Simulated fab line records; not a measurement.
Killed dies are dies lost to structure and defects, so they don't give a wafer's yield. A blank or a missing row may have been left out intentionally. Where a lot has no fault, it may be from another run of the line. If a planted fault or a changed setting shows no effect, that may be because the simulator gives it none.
Which tool was responsible? / flow berkeley-cmos170 / 14 lots with 42 wafers sampled at 2 steps, on a route of 331 steps

== WHAT THE GAUGES SHOWED, per wafer ==
Not one reading of a measure or inspect step in the record can be checked against a usual standard deviation.

== TOOL THAT RAN EACH LOT (tool first, then ch and the chambers of the sampled wafers, then the start) ==
lot=L680; UCB170_PFIELD_COAT_01=litho-track-01 ch 0, day 4 07:07; UCB170_PFIELD_STRIP_08=plasma-asher-02 ch 0,1, day 4 08:07
lot=L682; UCB170_PFIELD_COAT_01=litho-track-02 ch 0, day 4 14:51; UCB170_PFIELD_STRIP_08=plasma-asher-02 ch 0,1, day 4 15:51
lot=L681; UCB170_PFIELD_COAT_01=litho-track-03 ch 0, day 4 15:07; UCB170_PFIELD_STRIP_08=plasma-asher-01 ch 0,1, day 4 15:59
lot=L683; UCB170_PFIELD_COAT_01=litho-track-02 ch 0, day 4 19:16; UCB170_PFIELD_STRIP_08=plasma-asher-04 ch 0,1, day 4 20:22
lot=L685; UCB170_PFIELD_COAT_01=litho-track-03 ch 0, day 5 00:04; UCB170_PFIELD_STRIP_08=plasma-asher-02 ch 0,1, day 5 01:22
lot=L686; UCB170_PFIELD_COAT_01=litho-track-03 ch 0, day 5 13:01; UCB170_PFIELD_STRIP_08=plasma-asher-04 ch 0,1, day 5 14:12
lot=L690; UCB170_PFIELD_COAT_01=litho-track-03 ch 0, day 6 14:35; UCB170_PFIELD_STRIP_08=plasma-asher-02 ch 0,1, day 6 15:59
lot=L693; UCB170_PFIELD_COAT_01=litho-track-01 ch 0, day 7 00:49; UCB170_PFIELD_STRIP_08=plasma-asher-02 ch 0,1, day 7 01:49
lot=L694; UCB170_PFIELD_COAT_01=litho-track-01 ch 0, day 7 11:50; UCB170_PFIELD_STRIP_08=plasma-asher-02 ch 0,1, day 7 12:58
lot=L695; UCB170_PFIELD_COAT_01=litho-track-02 ch 0, day 8 02:15; UCB170_PFIELD_STRIP_08=plasma-asher-02 ch 0,1, day 8 03:07
lot=L699; UCB170_PFIELD_COAT_01=litho-track-01 ch 0, day 8 07:05; UCB170_PFIELD_STRIP_08=plasma-asher-01 ch 0,1, day 8 08:34
lot=L698; UCB170_PFIELD_COAT_01=litho-track-02 ch 0, day 8 07:17; UCB170_PFIELD_STRIP_08=plasma-asher-02 ch 0,1, day 8 08:44
lot=L701; UCB170_PFIELD_COAT_01=litho-track-02 ch 0, day 8 17:50; UCB170_PFIELD_STRIP_08=plasma-asher-04 ch 0,1, day 8 19:26
lot=L703; UCB170_PFIELD_COAT_01=litho-track-02 ch 0, day 8 23:50; UCB170_PFIELD_STRIP_08=plasma-asher-02 ch 0,1, day 9 00:51
- UCB170_PFIELD_COAT_01: resist thk 900 nm.
- UCB170_PFIELD_STRIP_08: strips in O2.

== WHAT THE TOOLS THEMSELVES READ (means of the sampled wafers that have a number; where no wafer has one, the mark that the record gives instead) ==
UCB170_PFIELD_COAT_01. Usual: dispense-pressure-kPa reads 50.7 kPa (standard deviation 1).
lot=L680; tool=litho-track-01; dispense-pressure-kPa (kPa)=51.9; flag=
lot=L682; tool=litho-track-02; dispense-pressure-kPa (kPa)=50.9; flag=
lot=L681; tool=litho-track-03; dispense-pressure-kPa (kPa)=49.4; flag=
lot=L683; tool=litho-track-02; dispense-pressure-kPa (kPa)=50.9; flag=
lot=L685; tool=litho-track-03; dispense-pressure-kPa (kPa)=49.4; flag=
lot=L686; tool=litho-track-03; dispense-pressure-kPa (kPa)=49.4; flag=
lot=L690; tool=litho-track-03; dispense-pressure-kPa (kPa)=49.4; flag=
lot=L693; tool=litho-track-01; dispense-pressure-kPa (kPa)=52.0; flag=
lot=L694; tool=litho-track-01; dispense-pressure-kPa (kPa)=52.0; flag=
lot=L695; tool=litho-track-02; dispense-pressure-kPa (kPa)=50.9; flag=
lot=L699; tool=litho-track-01; dispense-pressure-kPa (kPa)=51.9; flag=
lot=L698; tool=litho-track-02; dispense-pressure-kPa (kPa)=50.9; flag=
lot=L701; tool=litho-track-02; dispense-pressure-kPa (kPa)=50.9; flag=
lot=L703; tool=litho-track-02; dispense-pressure-kPa (kPa)=50.9; flag=

UCB170_PFIELD_STRIP_08. Usual: drypump-motor-current-A 5.69 A, standard deviation 0.25; oes-product-au 0.734 a.u., standard deviation 0.0041; strip-time-to-endpoint-s 21.64 s, standard deviation 0.085.
lot=L680; tool=plasma-asher-02; drypump-motor-current-A (A)=5.67; oes-product-au (a.u.)=0.738; strip-time-to-endpoint-s (s)=21.58; flag=
lot=L682; tool=plasma-asher-02; drypump-motor-current-A (A)=5.66; oes-product-au (a.u.)=0.733; strip-time-to-endpoint-s (s)=21.61; flag=
lot=L681; tool=plasma-asher-01; drypump-motor-current-A (A)=5.47; oes-product-au (a.u.)=0.736; strip-time-to-endpoint-s (s)=21.66; flag=
lot=L683; tool=plasma-asher-04; drypump-motor-current-A (A)=6.04; oes-product-au (a.u.)=0.737; strip-time-to-endpoint-s (s)=21.70; flag=
lot=L685; tool=plasma-asher-02; drypump-motor-current-A (A)=5.55; oes-product-au (a.u.)=0.734; strip-time-to-endpoint-s (s)=21.67; flag=
lot=L686; tool=plasma-asher-04; drypump-motor-current-A (A)=5.94; oes-product-au (a.u.)=0.734; strip-time-to-endpoint-s (s)=23.24; flag=OFF
lot=L690; tool=plasma-asher-02; drypump-motor-current-A (A)=5.52; oes-product-au (a.u.)=0.734; strip-time-to-endpoint-s (s)=23.30; flag=OFF
lot=L693; tool=plasma-asher-02; drypump-motor-current-A (A)=5.51; oes-product-au (a.u.)=0.737; strip-time-to-endpoint-s (s)=21.64; flag=
lot=L694; tool=plasma-asher-02; drypump-motor-current-A (A)=5.53; oes-product-au (a.u.)=0.736; strip-time-to-endpoint-s (s)=21.52; flag=
lot=L695; tool=plasma-asher-02; drypump-motor-current-A (A)=5.67; oes-product-au (a.u.)=0.739; strip-time-to-endpoint-s (s)=21.65; flag=
lot=L699; tool=plasma-asher-01; drypump-motor-current-A (A)=5.48; oes-product-au (a.u.)=0.735; strip-time-to-endpoint-s (s)=21.51; flag=
lot=L698; tool=plasma-asher-02; drypump-motor-current-A (A)=5.69; oes-product-au (a.u.)=0.730; strip-time-to-endpoint-s (s)=21.72; flag=
lot=L701; tool=plasma-asher-04; drypump-motor-current-A (A)=5.95; oes-product-au (a.u.)=0.735; strip-time-to-endpoint-s (s)=21.67; flag=
lot=L703; tool=plasma-asher-02; drypump-motor-current-A (A)=5.65; oes-product-au (a.u.)=0.735; strip-time-to-endpoint-s (s)=21.77; flag=

== THE ANSWER, worked out from the rows above alone ==
Rule: a lot counts as off when the mean over its wafers that have a number is more than 3 standard deviations away from the usual mean. A lot without any number at a reading at which 4 lots or more have one is off too. All remaining lots with rows at the step are treated as sound. Order of review: gauges by route order, followed by the tools' own readings, for which a lot's mean as printed above is used. At the first step where some lot is off, the reading lying furthest off is the one used; lots without a number count as furthest.
Off at UCB170_PFIELD_STRIP_08 (strip-time-to-endpoint-s): L686, L690.
A tool fits if, at that step or a process step before it, it ran every lot that is off, and no sound lot after the first of them. One fits: UCB170_PFIELD_COAT_01 on litho-track-03. A fault onset in the window from L685 (day 5 00:04, its last sound lot) to L686 (day 5 13:01, its first lot off) fits.

== WHAT THE SIMULATOR HAD PUT IN ==
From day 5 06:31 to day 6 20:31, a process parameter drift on litho-track-03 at UCB170_PFIELD_COAT_01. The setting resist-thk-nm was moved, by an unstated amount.
Struck lots among those shown: L686, L690. Same finding as the rule above.
